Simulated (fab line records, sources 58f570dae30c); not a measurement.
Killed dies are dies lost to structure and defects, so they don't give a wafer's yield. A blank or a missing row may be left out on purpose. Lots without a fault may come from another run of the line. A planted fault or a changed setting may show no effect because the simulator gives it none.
A struck lot beside a sound one | flow berkeley_cmos170 | 16 steps out of a route of 331
Sound: wafers L379.1, L379.4, L379.6. Struck: wafers L385.1, L385.2, L385.3. The cause comes at the end.
At each step with rows: each side's tool, then ch and its chambers, then its first start. Under that, the readings that differ: sound wafers | struck wafers | difference of the means | sigmas: that difference in standard deviations of wafers without a fault.
alike: readings whose means differ by less than 2 such deviations, and words and numbers that are the same on both sides. not compared: withheld readings, readings that some wafer has no value for, bounds like >300 that may hide the same value, and numbers for which the record gives no deviation and whose values overlap.
The two part at a step that has a row with sigmas, a row that says differs or no value, or rows on one side only. Numbers that don't overlap but have no deviation are shown without sigmas and don't part them. A reading that every wafer of one side lacks parts them only if that side has two wafers or more.

UCB170_ACTIVE_OVL_MEAS_14:
  sound on overlay-01, day 4 13:54; struck on overlay-02, day 5 19:43
  alike: ACTIVE_OVL
UCB170_ACTIVE_ETCH_15: etches Si3N4 in CH3F/Ar/O2, stops on SiO2, target depth 242 nm, time 151 s.
  sound on rie_diel-01 ch 0,2,3, day 4 13:56; struck on rie_diel-03 ch 0,1,2, day 5 19:44
  alike: chamber_pressure_mTorr, drypump_motor_current_A, oes_product_au, throttle_valve_pct
  not compared: rf_hours_counter_h
UCB170_ACTIVE_STRIP_16: strips in O2.
  sound on plasma_asher-02 ch 0,1, day 4 14:02; struck on plasma_asher-01 ch 0,1, day 5 19:50
  alike: chamber_pressure_mTorr, drypump_motor_current_A, oes_product_au, strip_time_to_endpoint_s
  not compared: rf_hours_counter_h
UCB170_ACTIVE_CD_MEAS_90: target cd 1200 nm.
  sound on cd_sem-01, day 4 14:08; struck on cd_sem-02, day 5 19:56
  alike: cd_nm
then, 7 steps without rows for these wafers: UCB170_ACTIVE_CLEAN_17 (cleans in SPM, time 600 s); UCB170_PFIELD_HMDS_00 (prime time 60 s); UCB170_PFIELD_COAT_01 (resist thk 900 nm); UCB170_PFIELD_SOFTBAKE_02 (time 60 s); UCB170_PFIELD_EXPOSE_03 (exposes mask PFIELD, target cd 1500 nm); UCB170_PFIELD_PEB_04; UCB170_PFIELD_DEVELOP_05 (develop time 45 s).
UCB170_PFIELD_OVL_MEAS_06:
  sound on overlay-02, day 4 16:08; struck on overlay-02, day 5 21:31
  reading         | sound      | struck | difference | sigmas
  PFIELD_OVL (nm) | -4 -13 -15 | 3 2 2  | +13        | +2
UCB170_PFIELD_IMPLANT_07:
  sound on implanter-03 ch 0, day 4 16:10; struck on implanter-02 ch 0, day 5 21:33
  reading                   | sound             | struck            | difference | sigmas
  implant_ion_amu           | 11 11 11          | 49 49 49          | +38        |
  model.implant.rp_nm (nm)  | 262.5 262.5 262.5 | 59.44 59.44 59.44 | -203.06    |
  model.implant.drp_nm (nm) | 74.86 74.86 74.86 | 26.26 26.26 26.26 | -48.60     |
UCB170_PFIELD_STRIP_08: strips in O2.
  sound on plasma_asher-02 ch 0,1, day 4 16:19; struck on plasma_asher-01 ch 0,1, day 5 21:42
  reading                        | sound          | struck         | difference | sigmas
  chamber_pressure_mTorr (mTorr) | 3506 3501 3500 | 3497 3494 3497 | -6         | -2
  alike: drypump_motor_current_A, oes_product_au, strip_time_to_endpoint_s
  not compared: rf_hours_counter_h
UCB170_PFIELD_TW_MEAS_09:
  sound on film_metro-01, day 4 16:25; struck on film_metro-02, day 5 22:05
  reading   | sound       | struck         | difference | sigmas
  PFIELD_TW | 596 601 598 | 1054 1055 1056 | +457       | +91
  not compared: hold
UCB170_M3_PROBE_99:
  the record has rows for the sound wafers here (prober-02, day 8 21:28) and none for the struck ones

WHERE THEY PART
First at UCB170_PFIELD_OVL_MEAS_06; last, within this record, at UCB170_M3_PROBE_99.

WHY: what the simulator had put in
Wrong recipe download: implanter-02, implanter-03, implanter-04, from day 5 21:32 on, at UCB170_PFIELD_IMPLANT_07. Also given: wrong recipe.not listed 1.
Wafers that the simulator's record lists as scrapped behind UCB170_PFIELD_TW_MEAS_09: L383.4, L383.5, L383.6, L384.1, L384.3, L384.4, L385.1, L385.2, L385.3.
